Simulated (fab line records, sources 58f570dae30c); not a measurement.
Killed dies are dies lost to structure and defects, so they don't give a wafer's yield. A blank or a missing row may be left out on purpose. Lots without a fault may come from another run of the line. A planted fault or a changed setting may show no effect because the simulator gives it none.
Split-lot experiment | flow berkeley_cmos170 | 5 lots, 23 wafers read, on a route of 331 steps

THE SPLIT
At UCB170_NLDD_COAT_01 (resist thk 900 nm), the setting resist_thk_nm was moved away from the recipe's 900 nm on 6 of the 23 wafers read, by -4.8% to +5.7%. The other wafers ran this setting at the recipe's value.

The reading is taken at the split's own step.

THE READING
KrF_of_NLDD_COAT_01.thk_nm (the simulator's own value, which no gauge read), in nm, at UCB170_NLDD_COAT_01 (resist thk 900 nm). The file gives no usual value for it. The 17 wafers here that ran the recipe average 900.1 nm, standard deviation 2.2 nm.

wafer  | tool, chamber at the split | resist_thk_nm as run, nm | against the recipe | KrF_of_NLDD_COAT_01.thk_nm, nm | against lot-mates on the recipe
L074.1 | litho_track-02, 0          | 900                      | recipe             | 899.6                          | -
L074.2 | litho_track-02, 0          | 857                      | -4.8%              | 860.5                          | -39.6
L074.4 | litho_track-02, 0          | 900                      | recipe             | 900.7                          | -
L074.5 | litho_track-02, 0          | 900                      | recipe             | 900.1                          | -
L074.6 | litho_track-02, 0          | 857                      | -4.8%              | 858.7                          | -41.4
L076.1 | litho_track-04, 0          | 900                      | recipe             | 902.5                          | -
L076.3 | litho_track-04, 0          | 900                      | recipe             | 902.2                          | -
L076.4 | litho_track-04, 0          | 900                      | recipe             | 902.6                          | -
L076.5 | litho_track-04, 0          | 900                      | recipe             | 900.6                          | -
L076.6 | litho_track-04, 0          | 900                      | recipe             | 899.9                          | -
L080.1 | litho_track-01, 0          | 951                      | +5.7%              | 951.9                          | +54.4
L080.2 | litho_track-01, 0          | 900                      | recipe             | 896.5                          | -
L080.3 | litho_track-01, 0          | 900                      | recipe             | 898.6                          | -
L080.5 | litho_track-01, 0          | 900                      | recipe             | 897.5                          | -
L080.6 | litho_track-01, 0          | 951                      | +5.7%              | 953.7                          | +56.2
L081.1 | litho_track-02, 0          | 900                      | recipe             | 902.5                          | -
L081.2 | litho_track-02, 0          | 900                      | recipe             | 899.6                          | -
L081.3 | litho_track-02, 0          | 867.8                    | -3.6%              | 868.2                          | -33.9
L081.4 | litho_track-02, 0          | 900                      | recipe             | 904.3                          | -
L081.5 | litho_track-02, 0          | 867.8                    | -3.6%              | 868.6                          | -33.5
L084.3 | litho_track-01, 0          | 900                      | recipe             | 897.1                          | -
L084.5 | litho_track-01, 0          | 900                      | recipe             | 897.5                          | -
L084.6 | litho_track-01, 0          | 900                      | recipe             | 900.5                          | -

THE FIT
A straight line over all 23 wafers: KrF_of_NLDD_COAT_01.thk_nm changes by +8.96 nm for each +1% of resist_thk_nm; r = +1.00; the points scatter about the line by 2.1 nm.
The same after taking each lot's own level away (the mean of its wafers on the recipe; 23 wafers): +9.28 nm for each +1%; r = +1.00; scatter 1.8 nm.
On that fit, the largest move of resist_thk_nm shifts the reading by 53 nm.
The lots' own levels span 897.53 to 902.13 nm, that is 2.1 times the standard deviation above.
So the lot-to-lot level changes the slope little: the two slopes agree.
Check: with one of the wafers moved furthest among these (+5.7%) left out of the fit, the line predicts +52.6 nm for it against its lot-mates. It came out at +54.4 nm against them.

OTHER SPLITS ON THESE WAFERS
These wafers also went through other splits before the reading. Each is held against what the fit with the lots' levels taken away leaves over:
other split on the same wafers         | wafers away from the commonest value | r with KrF_of_NLDD_COAT_01.thk_nm (lot level and that fit taken away)
UCB170_ZERO_COAT_01 spin_rpm           | 8                                    | +0.02
UCB170_NWELL_CVD_04 temp_c             | 10                                   | +0.02
UCB170_PWELL_CVD_05 time_s             | 10                                   | +0.01
UCB170_ACTIVE_OXIDATION_02 ox_time_s   | 18                                   | +0.09
UCB170_ACTIVE_CVD_05 sih2cl2_flow_sccm | 15                                   | +0.13
UCB170_PFIELD_IMPLANT_07 energy_kev    | 8                                    | -0.15
UCB170_NVT_COAT_01 resist_thk_nm       | 6                                    | +0.23

THE WHOLE CHAIN: every reading that the file lists as answering this split, in the file's order
step                 | what it does      | reading                                                                     | change (the file's fit)              | r (the file's)
UCB170_NLDD_COAT_01  | resist thk 900 nm | KrF_of_NLDD_COAT_01.thk_nm (the simulator's own value, which no gauge read) | +9.26 nm for each +1% of the setting | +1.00
UCB170_NLDD_STRIP_10 | strips in O2      | strip_time_to_endpoint_s                                                    | withheld for each +1% of the setting | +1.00

THE FILE'S OWN FIT
KrF_of_NLDD_COAT_01.thk_nm changes by +9.26 nm for each +1% of resist_thk_nm, r = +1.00.
